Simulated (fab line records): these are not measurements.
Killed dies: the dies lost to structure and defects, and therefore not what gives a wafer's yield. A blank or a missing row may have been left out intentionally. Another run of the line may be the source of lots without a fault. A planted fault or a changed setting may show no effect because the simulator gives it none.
Split-lot experiment | flow rit cmos | 18 wafers read across 5 lots, on a route 202 steps long

## SPLIT DETAILS
At RIT_CONTACT_CVD_00 (deposits SiO2 from TEOS, target thk 400 nm, time 61 s), the setting rf w was moved away from the recipe's 400 W on 7 of the 18 wafers read, by -7.0% to +4.8%. For the rest of the wafers, this setting stayed at what the recipe calls for.

## FROM THE SPLIT TO THE READING: what the file shows between them, 5 steps
- RIT_CONTACT_EXPOSE_05: exposes mask M11, target cd 1000 nm (also split here: dose mj)
- RIT_CONTACT_PEB_06
- RIT_CONTACT_DEVELOP_07: develop time 120 s
- RIT_CONTACT_CD_MEAS_08: target cd 1000 nm
- RIT_CONTACT_HARDBAKE_10: time 60 s

## THE READING
etch.depth nm (the simulator's own value, which no gauge read), in nm, at RIT_CONTACT_ETCH_11 (etches SiO2 in CHF3/CF4/Ar, stops on TiSi2, target depth 480 nm, time 320 s). No usual value for it is given in the file. The 11 wafers here that ran the recipe average 400.2 nm, standard deviation 3.6 nm.

wafer  | tool, chamber at the split | rf w as run, W | against the recipe | etch.depth nm, nm | against lot-mates on the recipe
L075.1 | pecvd-03, 1                | 400            | recipe             | 395.8             | -
L075.2 | pecvd-03, 0                | 400            | recipe             | 400               | -
L075.3 | pecvd-03, 2                | 400            | recipe             | 402.2             | -
L076.2 | pecvd-04, 0                | 373.2          | -6.7%              | 389.7             | -12.8
L076.3 | pecvd-04, 2                | 400            | recipe             | 398.5             | -
L076.4 | pecvd-04, 1                | 373.2          | -6.7%              | 392.6             | -9.8
L076.5 | pecvd-04, 0                | 373.2          | -6.7%              | 393.2             | -9.2
L076.6 | pecvd-04, 2                | 400            | recipe             | 406.4             | -
L079.3 | pecvd-04, 1                | 400            | recipe             | 400.9             | -
L079.5 | pecvd-04, 1                | 419.2          | +4.8%              | 413               | +12.1
L080.2 | pecvd-02, 0                | 372.2          | -7.0%              | 386.8             | -11.6
L080.3 | pecvd-02, 1                | 372.2          | -7.0%              | 380.5             | -17.9
L080.4 | pecvd-02, 1                | 372.2          | -7.0%              | 383               | -15.4
L080.5 | pecvd-02, 2                | 400            | recipe             | 392.9             | -
L080.6 | pecvd-02, 0                | 400            | recipe             | 403.9             | -
L085.2 | pecvd-04, 1                | 400            | recipe             | 401.6             | -
L085.3 | pecvd-04, 0                | 400            | recipe             | 398.7             | -
L085.4 | pecvd-04, 1                | 400            | recipe             | 401.7             | -

FIT RESULTS
A straight line over all 18 wafers: etch.depth nm changes by +1.97 nm for each +1% of rf w; r = +0.88; the points scatter about the line by 4.1 nm.
The same after taking each lot's own level away (the mean of its wafers on the recipe; 18 wafers): +1.97 nm for each +1%; r = +0.91; scatter 3.3 nm.
On that fit, the largest move of rf w shifts the reading by 14 nm.
Measured against the standard deviation above, the lots' own levels, which go from 398.40 to 402.45 nm, span 1.1 times it.
Hence the lot-to-lot level has little effect on the slope; both slopes agree.
Check: with one of the wafers moved furthest among these (-7.0%) left out of the fit, the line predicts -13.7 nm for it against its lot-mates. It came out at -11.6 nm against them.

## FURTHER SPLITS ON THESE WAFERS
Before the reading, these wafers also passed through other splits. Each is held against what the fit with the lots' levels taken away leaves over:
other split on the same wafers     | wafers away from the commonest value | r with etch.depth nm (lot level and that fit taken away)
RIT_GATE_DEVELOP_15 develop time s | 5                                    | +0.45
RIT_PLDD_COAT_01 resist thk nm     | 3                                    | +0.30
RIT_PLDD_IMPLANT_08 energy kev     | 9                                    | +0.15
RIT_PSD_COAT_01 spin rpm           | 9                                    | -0.50
RIT_PSD_DEVELOP_05 dev temp c      | 7                                    | +0.08
RIT_CONTACT_EXPOSE_05 dose mj      | 5                                    | +0.38

## THE WHOLE CHAIN: every reading that the file lists as answering this split, in the file's order
step                | what it does                                                                | reading                                                                        | change (the file's fit)              | r (the file's)
RIT_CONTACT_CVD_00  | deposits SiO2 from TEOS, target thk 400 nm, time 61 s                       | SiO2_of_CONTACT_CVD_00.thk nm (the simulator's own value, which no gauge read) | +1.94 nm for each +1% of the setting | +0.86
RIT_CONTACT_ETCH_11 | etches SiO2 in CHF3/CF4/Ar, stops on TiSi2, target depth 480 nm, time 320 s | etch.depth nm (the simulator's own value, which no gauge read)                 | +1.94 nm for each +1% of the setting | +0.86

## FILE'S OWN FIT
etch.depth nm changes by +1.94 nm for each +1% of rf w, r = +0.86.
